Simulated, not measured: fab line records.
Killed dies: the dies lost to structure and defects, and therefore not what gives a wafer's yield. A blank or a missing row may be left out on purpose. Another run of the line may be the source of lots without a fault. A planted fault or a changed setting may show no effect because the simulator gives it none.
Lot-split experiment    flow berkeley-cmos170    5 lots, 23 wafers read, on a route of 331 steps

THE SPLIT ITSELF
At UCB170_V1_CVD_00 (deposits SiO2 from TEOS/O2, target thk 2000 nm, time 250 s), the setting time-s was moved away from the recipe's 250 s on 10 of the 23 wafers read, by -10.0% to +13.6%. For the rest of the wafers, this setting stayed at what the recipe calls for.

Between the split and the reading, the file records no step.

THE READING
V1_TEOS_THK, in nm, at UCB170_V1_THK_MEAS_01. Fault-free wafers of this fab line usually give 2002 nm, standard deviation 25 nm.

wafer   tool, chamber at the split  time-s as run, s  against the recipe  V1_TEOS_THK, nm  against lot-mates on the recipe
L074.1  pecvd-03, 2                 250               recipe              1998             -
L074.2  pecvd-03, 0                 250               recipe              1991             -
L074.4  pecvd-03, 2                 225.1             -10.0%              1824             -170
L074.5  pecvd-03, 1                 225.1             -10.0%              1833             -162
L074.6  pecvd-03, 0                 225.1             -10.0%              1816             -178
L076.1  pecvd-02, 2                 250               recipe              1947             -
L076.2  pecvd-02, 1                 250               recipe              1967             -
L076.3  pecvd-02, 0                 239.4             -4.2%               1902             -77
L076.5  pecvd-02, 1                 250               recipe              2023             -
L076.6  pecvd-02, 2                 239.4             -4.2%               1898             -81
L083.1  pecvd-02, 1                 234.6             -6.2%               1856             -144
L083.2  pecvd-02, 2                 250               recipe              1968             -
L083.3  pecvd-02, 0                 234.6             -6.2%               1876             -124
L083.5  pecvd-02, 0                 250               recipe              2019             -
L083.6  pecvd-02, 2                 250               recipe              2012             -
L085.1  pecvd-01, 2                 250               recipe              1995             -
L085.2  pecvd-01, 0                 250               recipe              1998             -
L085.4  pecvd-01, 1                 250               recipe              1976             -
L084.1  pecvd-03, 2                 284               +13.6%              2237             +228
L084.2  pecvd-03, 1                 250               recipe              1992             -
L084.3  pecvd-03, 0                 284               +13.6%              2246             +238
L084.4  pecvd-03, 1                 250               recipe              2025             -
L084.5  pecvd-03, 2                 284               +13.6%              2303             +294

THE FIT
A straight line over all 23 wafers: V1_TEOS_THK changes by +19.1 nm for each +1% of time-s; r = +0.98; the points scatter about the line by 24 nm.
The same after taking each lot's own level away (the mean of its wafers on the recipe; 23 wafers): +18.4 nm for each +1%; r = +0.99; scatter 22 nm.
That fit puts the effect of the largest move of time-s on the reading at 2.5e+02 nm.
The lots' own levels span 1979.0 to 2008.5 nm, that is 1.2 times the standard deviation above.
Hence the lot-to-lot level has little effect on the slope; both slopes agree.
Check: with one of the wafers moved furthest among these (+13.6%) left out of the fit, the line predicts +258 nm for it against its lot-mates. It came out at +228 nm against them.

OTHER SPLITS APPLIED TO THESE WAFERS
Note: prior to the reading, these wafers also went through further splits. Each is held against what the fit with the lots' levels taken away leaves over:
other split on the same wafers        wafers away from the commonest value  r with V1_TEOS_THK (lot level and that fit taken away)
UCB170_NLDD_IMPLANT_09 dose-cm2       6                                     -0.12
UCB170_NSD_PEB_04 peb-temp-c          6                                     +0.08
UCB170_BACKSIDE_COAT_01 spin-rpm      10                                    +0.00
UCB170_SILICIDE_SPUTTER_01 power-w    10                                    +0.19
UCB170_CONTACT_COAT_04 resist-thk-nm  11                                    -0.06
UCB170_M1_COAT_04 spin-rpm            7                                     +0.05
UCB170_M1_ETCH_11 source-w            9                                     -0.45

THE WHOLE CHAIN: every reading that the file lists as answering this split, in the file's order
step                   what it does                                                reading                                                                    change (the file's fit)               r (the file's)
UCB170_V1_CVD_00       deposits SiO2 from TEOS/O2, target thk 2000 nm, time 250 s  SiO2_of_V1_CVD_00.thk-nm (the simulator's own value, which no gauge read)  +18.5 nm for each +1% of the setting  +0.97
UCB170_V1_THK_MEAS_01                                                              V1_TEOS_THK                                                                +18.5 for each +1% of the setting     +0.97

THE FILE'S OWN FIT
V1_TEOS_THK changes by +18.5 nm for each +1% of time-s, r = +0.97.
